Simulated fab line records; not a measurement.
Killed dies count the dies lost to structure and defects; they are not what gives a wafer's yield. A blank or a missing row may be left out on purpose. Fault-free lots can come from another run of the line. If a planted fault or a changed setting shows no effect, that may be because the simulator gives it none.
Comparing a struck lot with a sound one / flow ritCmos / 18 out of 202 route steps
Sound: these wafers, L868.2, L868.3, L868.4. Struck: wafers L860.1, L860.4, L860.5. The cause comes at the end.
At each step with rows: each side's tool, then ch and its chambers, then its first start. Under that, the readings that differ: sound wafers / struck wafers / difference of the means / sigmas: that difference in standard deviations of wafers without a fault.
alike: readings whose means differ by less than 2 such deviations, and words and numbers that are the same on both sides. not compared: withheld readings, readings that some wafer has no value for, bounds like >300 that may hide the same value, and numbers for which the record gives no deviation and whose values overlap.
A row with sigmas, a row that says differs or no value, or rows on one side alone: a step with any of these is where the two part. Numbers that have no deviation but don't overlap get no sigmas and don't part them. A reading missing from all wafers of one side parts the sides only when that side holds two or more wafers.

RIT_M1_SPUTTER_00: material Al, target thk 400 nm, time 500 s.
  sound on pvdSputter-01, day 6 18:29; struck on pvdSputter-02, day 5 07:19
reading=throttleValvePct (%); sound=28.9 27.4 29.4; struck=31.1 30.3 30.2; difference=+2.0; sigmas=+2
RIT_M1_RS_MEAS_01: a four-point-probe measurement.
  sound on filmMetro-02, day 6 18:48; struck on filmMetro-04, day 5 07:36
  alike: M1_AL_RS
RIT_M1_THK_MEAS_02: measures by xrf.
  sound on filmMetro-02, day 6 18:55; struck on filmMetro-04, day 5 07:43
  alike: M1_AL_THK
then, 6 steps without rows for these wafers: RIT_M1_HMDS_03 (prime time 60 s); RIT_M1_COAT_04 (resist thk 1300 nm); RIT_M1_SOFTBAKE_05 (time 60 s); RIT_M1_EXPOSE_06 (exposes mask M12, target cd 2600 nm); RIT_M1_PEB_07; RIT_M1_DEVELOP_08 (develop time 68 s).
RIT_M1_CD_MEAS_09: target cd 2600 nm.
  sound on cdSem-02, day 6 19:56; struck on cdSem-02, day 5 08:47
  alike: cdNm
RIT_M1_OVL_MEAS_10:
  sound on overlay-02, day 6 20:03; struck on overlay-02, day 5 08:54
reading=M1_OVL (nm); sound=3.2 1.1 3.1; struck=-0.7 -2.1 -1.3; difference=-3.8; sigmas=-3
then, 1 step without rows for these wafers: RIT_M1_HARDBAKE_11 (time 120 s).
RIT_M1_METAL_ETCH_12: etches Al in Cl2/BCl3, stops on SiO2, time 165 s, target depth 600 nm.
  sound on rieMetal-03 ch 0,1, day 6 20:20; struck on rieMetal-04 ch 0,1, day 5 09:11
  no value came back on the struck wafers for any of 6 readings (bcl3FlowSccm (sccm), chamberPressureMTorr (mTorr) and others); on the sound wafers bcl3FlowSccm (sccm) reads 50.03 50.42 50.15
reading=model.NOVOLAK_of_M1_COAT_04.thkNm (nm); sound=798 800.9 797; struck=1135 1136 1134; difference=+336; sigmas=
reading=model.SiO2_of_CONTACT_CVD_00.thkNm (nm); sound=361.9 362.8 370.7; struck=397.6 404.6 401.4; difference=+36.1; sigmas=
  not compared: rfHoursCounterH
then, 1 step without rows for these wafers: RIT_M1_STRIP_13 (strips in nmp, time 600 s).
RIT_M1_STRIP_14: strips in O2, time 180 s.
  sound on plasmaAsher-04 ch 0,1, day 6 20:40; struck on plasmaAsher-02 ch 0,1, day 5 09:32
  alike: drypumpMotorCurrentA
  not compared: rfHoursCounterH
RIT_M1_CD_MEAS_90: target cd 2600 nm.
  sound on cdSem-02, day 6 20:52; struck on cdSem-02, day 5 09:42
reading=cdNm (nm); sound=2602.0 2600.6 2599.8; struck=- - -; difference=no value on the struck wafers; sigmas=
then, 1 step without rows for these wafers: RIT_M1_ANNEAL_15 (time 1800 s).
RIT_M1_PROBE_99:
  sound on prober-02, day 6 23:25; struck on prober-02, day 5 12:31
reading=defectLimitedYield (%); sound=98.5 97.0 97.7; struck=0 0 0; difference=-98; sigmas=-81
reading=killed_at_M0_to_M3; sound=0 0 0; struck=254 258 259; difference=+257; sigmas=+99 or more
reading=killedDies; sound=4 8 6; struck=264 264 264; difference=+258; sigmas=+83
reading=killedOnRim; sound=1 1 1; struck=70 70 70; difference=+69; sigmas=+53
reading=sort_bin_5_function (%); sound=0.8 1.1 0.8; struck=97.7 99.6 99.2; difference=+97.9; sigmas=+99 or more
reading=sortNPass; sound=260 256 258; struck=0 0 0; difference=-258; sigmas=-83
reading=sortYieldPct (%); sound=98.5 97.0 97.7; struck=0 0 0; difference=-98; sigmas=-81
  alike: killedAtContacts, killedAtFrontEnd, killedOpen, killedShort, sort_bin_3_pad_short, sort_bin_6_memory

== WHERE THEY PART ==
Last at RIT_M1_PROBE_99 as far as this record goes, first at RIT_M1_SPUTTER_00.

WHY: whatever the simulator had introduced
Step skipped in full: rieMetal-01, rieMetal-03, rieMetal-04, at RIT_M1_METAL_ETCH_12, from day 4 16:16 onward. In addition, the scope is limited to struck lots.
